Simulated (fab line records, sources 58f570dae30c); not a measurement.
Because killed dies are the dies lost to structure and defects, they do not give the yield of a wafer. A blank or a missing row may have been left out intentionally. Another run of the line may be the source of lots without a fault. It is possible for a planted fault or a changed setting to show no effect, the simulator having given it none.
fab line records / flow berkeley_cmos170
[record] lots = 14 wafers = 42 last_day = 11
route steps=331 shown PVT@122 CONTACT@232 M1@247 V2@296
lots untouched by any fault: they come from a run of this same line in which no faults occurred
start_h: hours from the record's opening day to when the first of the lot's shown wafers began / wait_h: hours from the lot's prior step to this one / " unchanged from the row above / L1.1+2: a row that stands for several wafers / - no value, or no start was given / * or withheld: withheld / < > ~ a bound
route shown NAME@n: names a module that has steps shown in the file, with the first one's number in the route / usual: mean and standard deviation over wafers with no fault / same: alike in all rows / chamber/n: place in a boat / sites: the reading at each site / _std_site: the standard deviation of these / _edge_site: mean of outer sites minus mean of inner sites / radius_mm: how far each site lies from the wafer's centre / mask NAME#n: copy n / behind: the tool/chamber that last shaped the wafer / hold: cause of the lot's hold/its duration in hours/its outcome / device: the transistor (n, p or np) that didn't switch / end of line: the same wafers' tests at the end of the route / a step without rows: its recipe alone / killed: not the wafer's yield, but the dies lost to structure and defects at the first sort / map: the dies of a wafer, with x for killed, . for not killed, _ for no die there
set.NAME: the setting as run; set.NAME@STEP: as run at that earlier step / model.NAME: the simulator's own value behind a step, which no gauge read
route steps across a sampled set of lots; one table per step, one row per wafer
services: the hour from which a tool's chamber was out of use, counted from the record's first day as start_h (under 0 if before that day), plus the number of hours and why
[[steps]]
[step UCB170_PVT_IMPLANT_07]
[recipe] species = P dose_cm2 = 2e+12 energy_kev = 30 tilt_deg = 7
[usual] dose_ions_cm2 = 2.0004e+12/2.3e+09
lot.wafer=L836.1 tool=implanter-04 chamber=0 start_h=145.94 wait_h=0.0 dose_ions_cm2=2e+12
lot.wafer=L836.5 tool=implanter-04 chamber=0 start_h=145.94 wait_h=0.0 dose_ions_cm2=1.9988e+12
lot.wafer=L836.6 tool=implanter-04 chamber=0 start_h=145.94 wait_h=0.0 dose_ions_cm2=1.9984e+12
lot.wafer=L837.3 tool=implanter-02 chamber=0 start_h=149.74 wait_h=0.1 dose_ions_cm2=2.0009e+12
lot.wafer=L837.4 tool=implanter-02 chamber=0 start_h=149.74 wait_h=0.1 dose_ions_cm2=1.9994e+12
lot.wafer=L837.6 tool=implanter-02 chamber=0 start_h=149.74 wait_h=0.1 dose_ions_cm2=1.9992e+12
lot.wafer=L838.2 tool=implanter-02 chamber=0 start_h=153.72 wait_h=0.0 dose_ions_cm2=2.0041e+12
lot.wafer=L838.3 tool=implanter-02 chamber=0 start_h=153.72 wait_h=0.0 dose_ions_cm2=2.0005e+12
lot.wafer=L838.5 tool=implanter-02 chamber=0 start_h=153.72 wait_h=0.0 dose_ions_cm2=2.0041e+12
lot.wafer=L839.1 tool=implanter-04 chamber=0 start_h=154.13 wait_h=0.0 dose_ions_cm2=2.0012e+12
lot.wafer=L839.5 tool=implanter-04 chamber=0 start_h=154.13 wait_h=0.0 dose_ions_cm2=2.0005e+12
lot.wafer=L839.6 tool=implanter-04 chamber=0 start_h=154.13 wait_h=0.0 dose_ions_cm2=2.0014e+12
lot.wafer=L841.4 tool=implanter-04 chamber=0 start_h=164.52 wait_h=0.1 dose_ions_cm2=1.999e+12
lot.wafer=L841.5 tool=implanter-04 chamber=0 start_h=164.52 wait_h=0.1 dose_ions_cm2=1.9984e+12
lot.wafer=L841.6 tool=implanter-04 chamber=0 start_h=164.52 wait_h=0.1 dose_ions_cm2=1.9998e+12
lot.wafer=L840.1 tool=implanter-01 chamber=0 start_h=165.89 wait_h=0.0 dose_ions_cm2=1.9997e+12
lot.wafer=L840.3 tool=implanter-01 chamber=0 start_h=165.89 wait_h=0.0 dose_ions_cm2=1.9981e+12
lot.wafer=L840.5 tool=implanter-01 chamber=0 start_h=165.89 wait_h=0.0 dose_ions_cm2=2.0033e+12
lot.wafer=L842.2 tool=implanter-02 chamber=0 start_h=170.38 wait_h=0.0 dose_ions_cm2=2.0075e+12
lot.wafer=L842.4 tool=implanter-02 chamber=0 start_h=170.38 wait_h=0.0 dose_ions_cm2=2.0028e+12
lot.wafer=L842.5 tool=implanter-02 chamber=0 start_h=170.38 wait_h=0.0 dose_ions_cm2=1.999e+12
lot.wafer=L845.1 tool=implanter-04 chamber=0 start_h=177.53 wait_h=0.0 dose_ions_cm2=2.0022e+12
lot.wafer=L845.3 tool=implanter-04 chamber=0 start_h=177.53 wait_h=0.0 dose_ions_cm2=1.9994e+12
lot.wafer=L845.5 tool=implanter-04 chamber=0 start_h=177.53 wait_h=0.0 dose_ions_cm2=2.002e+12
lot.wafer=L844.1 tool=implanter-01 chamber=0 start_h=178.17 wait_h=0.0 dose_ions_cm2=2.0014e+12
lot.wafer=L844.2 tool=implanter-01 chamber=0 start_h=178.17 wait_h=0.0 dose_ions_cm2=2.006e+12
lot.wafer=L844.3 tool=implanter-01 chamber=0 start_h=178.17 wait_h=0.0 dose_ions_cm2=2.004e+12
lot.wafer=L846.1 tool=implanter-01 chamber=0 start_h=191.07 wait_h=0.0 dose_ions_cm2=2.0053e+12
lot.wafer=L846.2 tool=implanter-01 chamber=0 start_h=191.07 wait_h=0.0 dose_ions_cm2=2.0043e+12
lot.wafer=L846.5 tool=implanter-01 chamber=0 start_h=191.07 wait_h=0.0 dose_ions_cm2=2.0044e+12
lot.wafer=L847.2 tool=implanter-04 chamber=0 start_h=191.15 wait_h=0.0 dose_ions_cm2=2e+12
lot.wafer=L847.3 tool=implanter-04 chamber=0 start_h=191.15 wait_h=0.0 dose_ions_cm2=1.9997e+12
lot.wafer=L847.6 tool=implanter-04 chamber=0 start_h=191.15 wait_h=0.0 dose_ions_cm2=2.0018e+12
lot.wafer=L848.1 tool=implanter-02 chamber=0 start_h=208.58 wait_h=0.0 dose_ions_cm2=1.9976e+12
lot.wafer=L848.2 tool=implanter-02 chamber=0 start_h=208.58 wait_h=0.0 dose_ions_cm2=1.9996e+12
lot.wafer=L848.3 tool=implanter-02 chamber=0 start_h=208.58 wait_h=0.0 dose_ions_cm2=2.0007e+12
lot.wafer=L850.3 tool=implanter-04 chamber=0 start_h=208.74 wait_h=0.1 dose_ions_cm2=1.9253e+12
lot.wafer=L850.4 tool=implanter-04 chamber=0 start_h=208.74 wait_h=0.1 dose_ions_cm2=1.9245e+12
lot.wafer=L850.6 tool=implanter-04 chamber=0 start_h=208.74 wait_h=0.1 dose_ions_cm2=1.9254e+12
lot.wafer=L853.2 tool=implanter-04 chamber=0 start_h=212.51 wait_h=0.0 dose_ions_cm2=1.9228e+12
lot.wafer=L853.4 tool=implanter-04 chamber=0 start_h=212.51 wait_h=0.0 dose_ions_cm2=1.9256e+12
lot.wafer=L853.5 tool=implanter-04 chamber=0 start_h=212.51 wait_h=0.0 dose_ions_cm2=1.9281e+12
[step UCB170_CONTACT_OVL_MEAS_16]
[usual] CONTACT_OVL = -4/6.1
lot.wafer=L837.3 tool=overlay-02 chamber=- start_h=188.36 wait_h=0.1 CONTACT_OVL[nm]=1
lot.wafer=L837.4 tool=overlay-02 chamber=- start_h=188.36 wait_h=0.1 CONTACT_OVL[nm]=10
lot.wafer=L837.6 tool=overlay-02 chamber=- start_h=188.36 wait_h=0.1 CONTACT_OVL[nm]=0
lot.wafer=L836.1 tool=overlay-01 chamber=- start_h=189.05 wait_h=0.1 CONTACT_OVL[nm]=-18
lot.wafer=L836.5 tool=overlay-01 chamber=- start_h=189.05 wait_h=0.1 CONTACT_OVL[nm]=-6
lot.wafer=L836.6 tool=overlay-01 chamber=- start_h=189.05 wait_h=0.1 CONTACT_OVL[nm]=-10
lot.wafer=L838.2 tool=overlay-02 chamber=- start_h=195.02 wait_h=0.1 CONTACT_OVL[nm]=-6
lot.wafer=L838.3 tool=overlay-02 chamber=- start_h=195.02 wait_h=0.1 CONTACT_OVL[nm]=-4
lot.wafer=L838.5 tool=overlay-02 chamber=- start_h=195.02 wait_h=0.1 CONTACT_OVL[nm]=-6
lot.wafer=L839.1 tool=overlay-01 chamber=- start_h=195.29 wait_h=0.1 CONTACT_OVL[nm]=-1
lot.wafer=L839.5 tool=overlay-01 chamber=- start_h=195.29 wait_h=0.1 CONTACT_OVL[nm]=-3
lot.wafer=L839.6 tool=overlay-01 chamber=- start_h=195.29 wait_h=0.1 CONTACT_OVL[nm]=-5
lot.wafer=L841.4 tool=overlay-02 chamber=- start_h=198.96 wait_h=0.1 CONTACT_OVL[nm]=11
lot.wafer=L841.5 tool=overlay-02 chamber=- start_h=198.96 wait_h=0.1 CONTACT_OVL[nm]=8
lot.wafer=L841.6 tool=overlay-02 chamber=- start_h=198.96 wait_h=0.1 CONTACT_OVL[nm]=9
lot.wafer=L840.1 tool=overlay-02 chamber=- start_h=205.70 wait_h=0.1 CONTACT_OVL[nm]=-1
lot.wafer=L840.3 tool=overlay-02 chamber=- start_h=205.70 wait_h=0.1 CONTACT_OVL[nm]=-7
lot.wafer=L840.5 tool=overlay-02 chamber=- start_h=205.70 wait_h=0.1 CONTACT_OVL[nm]=4
lot.wafer=L842.2 tool=overlay-01 chamber=- start_h=215.61 wait_h=0.1 CONTACT_OVL[nm]=-11
lot.wafer=L842.4 tool=overlay-01 chamber=- start_h=215.61 wait_h=0.1 CONTACT_OVL[nm]=-11
lot.wafer=L842.5 tool=overlay-01 chamber=- start_h=215.61 wait_h=0.1 CONTACT_OVL[nm]=-14
lot.wafer=L844.1 tool=overlay-02 chamber=- start_h=219.72 wait_h=0.1 CONTACT_OVL[nm]=-8
lot.wafer=L844.2 tool=overlay-02 chamber=- start_h=219.72 wait_h=0.1 CONTACT_OVL[nm]=-8
lot.wafer=L844.3 tool=overlay-02 chamber=- start_h=219.72 wait_h=0.1 CONTACT_OVL[nm]=-5
lot.wafer=L845.1 tool=overlay-01 chamber=- start_h=220.64 wait_h=0.1 CONTACT_OVL[nm]=4
lot.wafer=L845.3 tool=overlay-01 chamber=- start_h=220.64 wait_h=0.1 CONTACT_OVL[nm]=7
lot.wafer=L845.5 tool=overlay-01 chamber=- start_h=220.64 wait_h=0.1 CONTACT_OVL[nm]=6
lot.wafer=L846.1 tool=overlay-02 chamber=- start_h=229.24 wait_h=0.1 CONTACT_OVL[nm]=-3
lot.wafer=L846.2 tool=overlay-02 chamber=- start_h=229.24 wait_h=0.1 CONTACT_OVL[nm]=-8
lot.wafer=L846.5 tool=overlay-02 chamber=- start_h=229.24 wait_h=0.1 CONTACT_OVL[nm]=-6
lot.wafer=L847.2 tool=overlay-02 chamber=- start_h=229.69 wait_h=0.1 CONTACT_OVL[nm]=-1
lot.wafer=L847.3 tool=overlay-02 chamber=- start_h=229.69 wait_h=0.1 CONTACT_OVL[nm]=-5
lot.wafer=L847.6 tool=overlay-02 chamber=- start_h=229.69 wait_h=0.1 CONTACT_OVL[nm]=4
lot.wafer=L848.1 tool=overlay-01 chamber=- start_h=241.08 wait_h=0.1 CONTACT_OVL[nm]=-3
lot.wafer=L848.2 tool=overlay-01 chamber=- start_h=241.08 wait_h=0.1 CONTACT_OVL[nm]=-2
lot.wafer=L848.3 tool=overlay-01 chamber=- start_h=241.08 wait_h=0.1 CONTACT_OVL[nm]=-2
lot.wafer=L850.3 tool=overlay-01 chamber=- start_h=243.48 wait_h=0.1 CONTACT_OVL[nm]=-13
lot.wafer=L850.4 tool=overlay-01 chamber=- start_h=243.48 wait_h=0.1 CONTACT_OVL[nm]=-5
lot.wafer=L850.6 tool=overlay-01 chamber=- start_h=243.48 wait_h=0.1 CONTACT_OVL[nm]=0
lot.wafer=L853.2 tool=overlay-01 chamber=- start_h=244.99 wait_h=0.1 CONTACT_OVL[nm]=-4
lot.wafer=L853.4 tool=overlay-01 chamber=- start_h=244.99 wait_h=0.1 CONTACT_OVL[nm]=-13
lot.wafer=L853.5 tool=overlay-01 chamber=- start_h=244.99 wait_h=0.1 CONTACT_OVL[nm]=-8
[step UCB170_M1_CD_MEAS_09]
[recipe] target_cd_nm = 700
[usual] cd_nm = 699.8/1.4
lot.wafer=L837.3 tool=cd_sem-02 chamber=- start_h=190.34 wait_h=- cd_nm=700.8
lot.wafer=L837.4 tool=cd_sem-02 chamber=- start_h=190.34 wait_h=- cd_nm=700.8
lot.wafer=L837.6 tool=cd_sem-02 chamber=- start_h=190.34 wait_h=- cd_nm=699.9
lot.wafer=L836.1 tool=cd_sem-01 chamber=- start_h=191.26 wait_h=- cd_nm=701.6
lot.wafer=L836.5 tool=cd_sem-01 chamber=- start_h=191.26 wait_h=- cd_nm=699.2
lot.wafer=L836.6 tool=cd_sem-01 chamber=- start_h=191.26 wait_h=- cd_nm=702.2
lot.wafer=L838.2 tool=cd_sem-02 chamber=- start_h=197.06 wait_h=- cd_nm=696.8
lot.wafer=L838.3 tool=cd_sem-02 chamber=- start_h=197.06 wait_h=- cd_nm=698.6
lot.wafer=L838.5 tool=cd_sem-02 chamber=- start_h=197.06 wait_h=- cd_nm=698.1
lot.wafer=L839.1 tool=cd_sem-01 chamber=- start_h=197.13 wait_h=- cd_nm=696.7
lot.wafer=L839.5 tool=cd_sem-01 chamber=- start_h=197.13 wait_h=- cd_nm=698.6
lot.wafer=L839.6 tool=cd_sem-01 chamber=- start_h=197.13 wait_h=- cd_nm=697.7
lot.wafer=L841.4 tool=cd_sem-02 chamber=- start_h=201.92 wait_h=- cd_nm=700.5
lot.wafer=L841.5 tool=cd_sem-02 chamber=- start_h=201.92 wait_h=- cd_nm=699.5
lot.wafer=L841.6 tool=cd_sem-02 chamber=- start_h=201.92 wait_h=- cd_nm=699.3
lot.wafer=L840.1 tool=cd_sem-01 chamber=- start_h=210.01 wait_h=- cd_nm=699.0
lot.wafer=L840.3 tool=cd_sem-01 chamber=- start_h=210.01 wait_h=- cd_nm=699.3
lot.wafer=L840.5 tool=cd_sem-01 chamber=- start_h=210.01 wait_h=- cd_nm=699.9
lot.wafer=L842.2 tool=cd_sem-02 chamber=- start_h=219.82 wait_h=- cd_nm=699.8
lot.wafer=L842.4 tool=cd_sem-02 chamber=- start_h=219.82 wait_h=- cd_nm=700.3
lot.wafer=L842.5 tool=cd_sem-02 chamber=- start_h=219.82 wait_h=- cd_nm=699.4
lot.wafer=L844.1 tool=cd_sem-02 chamber=- start_h=222.41 wait_h=- cd_nm=699.8
lot.wafer=L844.2 tool=cd_sem-02 chamber=- start_h=222.41 wait_h=- cd_nm=700.2
lot.wafer=L844.3 tool=cd_sem-02 chamber=- start_h=222.41 wait_h=- cd_nm=699.5
lot.wafer=L845.1 tool=cd_sem-01 chamber=- start_h=222.66 wait_h=- cd_nm=702.4
lot.wafer=L845.3 tool=cd_sem-01 chamber=- start_h=222.66 wait_h=- cd_nm=702.7
lot.wafer=L845.5 tool=cd_sem-01 chamber=- start_h=222.66 wait_h=- cd_nm=702.9
lot.wafer=L846.1 tool=cd_sem-02 chamber=- start_h=232.19 wait_h=- cd_nm=700.1
lot.wafer=L846.2 tool=cd_sem-02 chamber=- start_h=232.19 wait_h=- cd_nm=699.7
lot.wafer=L846.5 tool=cd_sem-02 chamber=- start_h=232.19 wait_h=- cd_nm=699.7
lot.wafer=L847.2 tool=cd_sem-02 chamber=- start_h=233.04 wait_h=- cd_nm=699.5
lot.wafer=L847.3 tool=cd_sem-02 chamber=- start_h=233.04 wait_h=- cd_nm=699.1
lot.wafer=L847.6 tool=cd_sem-02 chamber=- start_h=233.04 wait_h=- cd_nm=698.7
lot.wafer=L848.1 tool=cd_sem-02 chamber=- start_h=243.62 wait_h=- cd_nm=699.9
lot.wafer=L848.2 tool=cd_sem-02 chamber=- start_h=243.62 wait_h=- cd_nm=699.3
lot.wafer=L848.3 tool=cd_sem-02 chamber=- start_h=243.62 wait_h=- cd_nm=700.4
lot.wafer=L850.3 tool=cd_sem-02 chamber=- start_h=245.28 wait_h=- cd_nm=697.3
lot.wafer=L850.4 tool=cd_sem-02 chamber=- start_h=245.28 wait_h=- cd_nm=697.4
lot.wafer=L850.6 tool=cd_sem-02 chamber=- start_h=245.28 wait_h=- cd_nm=697.2
lot.wafer=L853.2 tool=cd_sem-02 chamber=- start_h=246.68 wait_h=- cd_nm=699.9
lot.wafer=L853.4 tool=cd_sem-02 chamber=- start_h=246.68 wait_h=- cd_nm=699.4
lot.wafer=L853.5 tool=cd_sem-02 chamber=- start_h=246.68 wait_h=- cd_nm=699.8
[step UCB170_V2_THK_MEAS_04]
[recipe] reads = SiO2_of_V2_CVD_00
[usual] V2_POLISHED_THK = 1000.4/1.1
lot.wafer=L837.3 tool=film_metro-03 chamber=- start_h=198.66 wait_h=0.1 V2_POLISHED_THK[nm]=1000.3
lot.wafer=L837.4 tool=film_metro-03 chamber=- start_h=198.66 wait_h=0.1 V2_POLISHED_THK[nm]=998.5
lot.wafer=L837.6 tool=film_metro-03 chamber=- start_h=198.66 wait_h=0.1 V2_POLISHED_THK[nm]=999.7
lot.wafer=L836.1 tool=film_metro-03 chamber=- start_h=199.93 wait_h=0.1 V2_POLISHED_THK[nm]=998.1
lot.wafer=L836.5 tool=film_metro-03 chamber=- start_h=199.93 wait_h=0.1 V2_POLISHED_THK[nm]=1000.1
lot.wafer=L836.6 tool=film_metro-03 chamber=- start_h=199.93 wait_h=0.1 V2_POLISHED_THK[nm]=1001.3
lot.wafer=L838.2 tool=film_metro-02 chamber=- start_h=206.19 wait_h=0.1 V2_POLISHED_THK[nm]=997.6
lot.wafer=L838.3 tool=film_metro-02 chamber=- start_h=206.19 wait_h=0.1 V2_POLISHED_THK[nm]=997.8
lot.wafer=L838.5 tool=film_metro-02 chamber=- start_h=206.19 wait_h=0.1 V2_POLISHED_THK[nm]=997.5
lot.wafer=L839.1 tool=film_metro-04 chamber=- start_h=209.99 wait_h=0.1 V2_POLISHED_THK[nm]=999.5
lot.wafer=L839.5 tool=film_metro-04 chamber=- start_h=209.99 wait_h=0.1 V2_POLISHED_THK[nm]=1000.4
lot.wafer=L839.6 tool=film_metro-04 chamber=- start_h=209.99 wait_h=0.1 V2_POLISHED_THK[nm]=999.4
lot.wafer=L841.4 tool=film_metro-02 chamber=- start_h=214.82 wait_h=0.1 V2_POLISHED_THK[nm]=1002.4
lot.wafer=L841.5 tool=film_metro-02 chamber=- start_h=214.82 wait_h=0.1 V2_POLISHED_THK[nm]=1000.0
lot.wafer=L841.6 tool=film_metro-02 chamber=- start_h=214.82 wait_h=0.1 V2_POLISHED_THK[nm]=1000.8
lot.wafer=L840.1 tool=film_metro-04 chamber=- start_h=222.18 wait_h=0.1 V2_POLISHED_THK[nm]=1003.0
lot.wafer=L840.3 tool=film_metro-04 chamber=- start_h=222.18 wait_h=0.1 V2_POLISHED_THK[nm]=1001.6
lot.wafer=L840.5 tool=film_metro-04 chamber=- start_h=222.18 wait_h=0.1 V2_POLISHED_THK[nm]=1001.1
lot.wafer=L844.1 tool=film_metro-02 chamber=- start_h=231.80 wait_h=0.1 V2_POLISHED_THK[nm]=1002.2
lot.wafer=L844.2 tool=film_metro-02 chamber=- start_h=231.80 wait_h=0.1 V2_POLISHED_THK[nm]=999.9
lot.wafer=L844.3 tool=film_metro-02 chamber=- start_h=231.80 wait_h=0.1 V2_POLISHED_THK[nm]=1000.4
lot.wafer=L842.2 tool=film_metro-04 chamber=- start_h=232.11 wait_h=0.1 V2_POLISHED_THK[nm]=999.3
lot.wafer=L842.4 tool=film_metro-04 chamber=- start_h=232.11 wait_h=0.1 V2_POLISHED_THK[nm]=999.9
lot.wafer=L842.5 tool=film_metro-04 chamber=- start_h=232.11 wait_h=0.1 V2_POLISHED_THK[nm]=1000.3
lot.wafer=L845.1 tool=film_metro-02 chamber=- start_h=234.76 wait_h=0.1 V2_POLISHED_THK[nm]=999.9
lot.wafer=L845.3 tool=film_metro-02 chamber=- start_h=234.76 wait_h=0.1 V2_POLISHED_THK[nm]=1000.1
lot.wafer=L845.5 tool=film_metro-02 chamber=- start_h=234.76 wait_h=0.1 V2_POLISHED_THK[nm]=1002.1
lot.wafer=L846.1 tool=film_metro-04 chamber=- start_h=241.93 wait_h=0.1 V2_POLISHED_THK[nm]=1000.7
lot.wafer=L846.2 tool=film_metro-04 chamber=- start_h=241.93 wait_h=0.1 V2_POLISHED_THK[nm]=1000.4
lot.wafer=L846.5 tool=film_metro-04 chamber=- start_h=241.93 wait_h=0.1 V2_POLISHED_THK[nm]=999.7
lot.wafer=L847.2 tool=film_metro-04 chamber=- start_h=245.31 wait_h=0.1 V2_POLISHED_THK[nm]=1000.2
lot.wafer=L847.3 tool=film_metro-04 chamber=- start_h=245.31 wait_h=0.1 V2_POLISHED_THK[nm]=1000.1
lot.wafer=L847.6 tool=film_metro-04 chamber=- start_h=245.31 wait_h=0.1 V2_POLISHED_THK[nm]=1000.7
lot.wafer=L848.1 tool=film_metro-03 chamber=- start_h=251.59 wait_h=0.1 V2_POLISHED_THK[nm]=1000.2
lot.wafer=L848.2 tool=film_metro-03 chamber=- start_h=251.59 wait_h=0.1 V2_POLISHED_THK[nm]=1001.6
lot.wafer=L848.3 tool=film_metro-03 chamber=- start_h=251.59 wait_h=0.1 V2_POLISHED_THK[nm]=1000.9
lot.wafer=L850.3 tool=film_metro-03 chamber=- start_h=254.69 wait_h=0.1 V2_POLISHED_THK[nm]=999.4
lot.wafer=L850.4 tool=film_metro-03 chamber=- start_h=254.69 wait_h=0.1 V2_POLISHED_THK[nm]=1000.3
lot.wafer=L850.6 tool=film_metro-03 chamber=- start_h=254.69 wait_h=0.1 V2_POLISHED_THK[nm]=1001.0
lot.wafer=L853.2 tool=film_metro-02 chamber=- start_h=255.87 wait_h=0.1 V2_POLISHED_THK[nm]=1001.3
lot.wafer=L853.4 tool=film_metro-02 chamber=- start_h=255.87 wait_h=0.1 V2_POLISHED_THK[nm]=1001.0
lot.wafer=L853.5 tool=film_metro-02 chamber=- start_h=255.87 wait_h=0.1 V2_POLISHED_THK[nm]=1001.0
[[services]]
tool=implanter-04 chamber=- start_h=201.93 hours=5.1 kind=pm
tool=implanter-02 chamber=- start_h=210.74 hours=4.5 kind=pm
[[key]]
[first_sign] step = UCB170_PVT_IMPLANT_07 reading = dose_ions_cm2 direction = down sigmas = 33 usual = 2.0004e+12 struck = 1.9253e+12
effect none on later readings
met_at UCB170_PVT_IMPLANT_07
struck_lots L850,L853
tester_left_out L850,L853
not_acting_at UCB170_CONTACT_OVL_MEAS_16,UCB170_M1_CD_MEAS_09,UCB170_V2_THK_MEAS_04
onset_between 191.15 208.74
[fault] kind = process_parameter_drift tool = implanter-04 chamber = - onset_h = 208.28 steps = UCB170_PVT_IMPLANT_07 channel = dose_cm2 offset = -7.5015e+10 shape = step end_h = 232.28 acts_in = these_recipes_only stated = 2e+12
// tester_left_out: of these lots the tester's yield and bins aren't shown, on N5 and GAA mostly nor the transistor test; their killed dies are dies lost to structure and defects alone, not to doping, threshold or leakage, so they don't give the yield
